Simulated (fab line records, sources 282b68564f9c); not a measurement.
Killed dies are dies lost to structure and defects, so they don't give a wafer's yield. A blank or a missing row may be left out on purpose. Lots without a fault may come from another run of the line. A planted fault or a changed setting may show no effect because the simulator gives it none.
Chamber matching | flow rit_cmos | RIT_ACTIVE_ETCH_13 on rie_diel-04: 4 sister chambers
The step etches Si3N4 in SF6, stops on SiO2, time 210 s, target depth 210 nm. 8 wafers are shown with their chamber, then 8 later ones without.

WAFERS WITH THEIR CHAMBER
wafer  | chamber | drypump_motor_current_A (A) | throttle_valve_pct (%)
L562.2 | 2       | 5.2                         | 7.28
L564.2 | 3       | 6.1                         | 7.43
L565.2 | 1       | 5.9                         | 7.52
L565.3 | 3       | 6.1                         | 7.40
L566.1 | 1       | 5.9                         | 7.53
L566.3 | 2       | 5.2                         | 7.27
L566.4 | 0       | 6.4                         | 7.66
L568.1 | 0       | 6.5                         | 7.65

WAFERS WITHOUT THEIR CHAMBER
wafer  | drypump_motor_current_A (A) | throttle_valve_pct (%)
L568.2 | 5.2                         | 7.27
L568.4 | 6.1                         | 7.43
L570.1 | 5.2                         | 7.27
L570.2 | 5.9                         | 7.52
L570.4 | 6.1                         | 7.42
L580.1 | 6.1                         | 7.43
L580.3 | 5.9                         | 7.53
L580.5 | 5.9                         | 7.53

WHICH CHAMBER EACH WENT THROUGH
wafer  | from the rows above | in truth
L568.2 | 2                   | 2
L568.4 | 3                   | 3
L570.1 | 2                   | 2
L570.2 | 1                   | 1
L570.4 | 3                   | 3
L580.1 | 3                   | 3
L580.3 | 1                   | 1
L580.5 | 1                   | 1
Placed correctly: 8 of 8. Can't be placed from these rows: 0. Placed wrongly: 0.
How it was worked out, from the rows above alone: a wafer's distance from a chamber is the root of the sum, over the readings, of the square of ((its reading less the chamber's mean) divided by the reading's scatter). The wafer belongs to the nearest chamber; if the next one is less than 2 further off, it can't be placed. A chamber's mean is the mean of its shown wafers. The scatter: the root of (the sum of the squares of (reading less its chamber's mean) over the shown wafers, divided by (wafers less chambers)).
